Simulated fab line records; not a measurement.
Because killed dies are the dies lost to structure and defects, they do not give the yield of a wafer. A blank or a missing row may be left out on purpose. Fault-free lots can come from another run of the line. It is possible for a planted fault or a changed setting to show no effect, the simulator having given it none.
Code-filled problem report in 8D (eight disciplines) form -- flow rit cmos -- the parts of the form that need people (team, actions taken, sign-off) are left out

== 1. WHAT IS WRONG ==
At RIT_ACTIVE_ETCH_13, oes product au averages 0.893 a.u. over 6 wafers from 2 lots, while fault-free wafers read 0.817 a.u., standard deviation 0.014. That puts it +5.5 standard deviations away from the usual mean.
The step: etches Si3N4 in SF6, stops on SiO2, time 210 s, target depth 210 nm.
First seen on wafer L344.3, day 4 22:55, on rie diel-04. Wafers with a number at this step in the record: 18, from 6 lots. The rule behind "out" and "out of limits": a value lying over 4 standard deviations away from the usual mean. Any other wafer with a number is counted as sound.

== 2. WHAT IT IS; WHAT IT IS NOT ==
question,is,is not
which readings at this step,oes product au,"drypump motor current A, throttle valve pct"
which lots,"L344, L346","L333, L334, L348, L351"
which wafers of those lots,all that have a number,-
read on which tools,rie diel-04,"rie diel-02, rie diel-03"
when,from day 4 22:55,"up to then (6 sound wafers); but 6 sound wafers of L348, L351 came after"

== 3. SUSPECTS, AND WHAT RULES EACH OUT ==
Counting: a tool at any process step up to the reading remains a suspect when it ran all the lots that are out and ran no sound lot after the first of those.
- rie diel-04 at RIT_ACTIVE_ETCH_13 (etches Si3N4 in SF6, stops on SiO2, time 210 s, target depth 210 nm): kept. Every lot that is out went through it, starting with L344 (day 4 22:55), and after that it ran no sound lot; the last sound lot it ran before then is L333 (day 2 16:51). Out on those wafers are its own readings of oes product au.
The count leaves rie diel-04 at RIT_ACTIVE_ETCH_13.

== 4. THE CAUSE (what the simulator had put in) ==
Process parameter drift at RIT_ACTIVE_ETCH_13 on rie diel-04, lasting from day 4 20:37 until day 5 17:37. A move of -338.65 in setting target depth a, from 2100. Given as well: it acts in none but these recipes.
After counting, this tool was the only one left.

== 5. THE CHAIN OF EFFECTS, in route order ==
Rows list readings where the struck wafers' mean (over those with a number) sits beyond 3 standard deviations from the usual. Only readings whose record carries a usual standard deviation are examined. hours: median over the lots of the time between each lot's start at the first step of this table that gives one and its start at this step. sigmas: the change, counted in usual standard deviations.
hours,step,reading,usual,on struck wafers,change,sigmas
0,RIT_ACTIVE_ETCH_13,oes product au,0.817 a.u.,0.893,+0.076,+5.5
Here are the process steps it includes:
- RIT_ACTIVE_ETCH_13: etches Si3N4 in SF6, stops on SiO2, time 210 s, target depth 210 nm.
Later steps that measure or inspect, where all struck wafers having a row at the step show a number for every such reading and not one has moved that far: RIT_ACTIVE_CD_MEAS_90, RIT_FOX1_THK_MEAS_01, RIT_FOX2_THK_MEAS_01, RIT_FOX2_THK_MEAS_90.

== 6. HOW IT WOULD HAVE BEEN CAUGHT EARLIER ==
In this record no reading fell out of limits until day 4 22:55, 2 hours after the fault had begun at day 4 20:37.
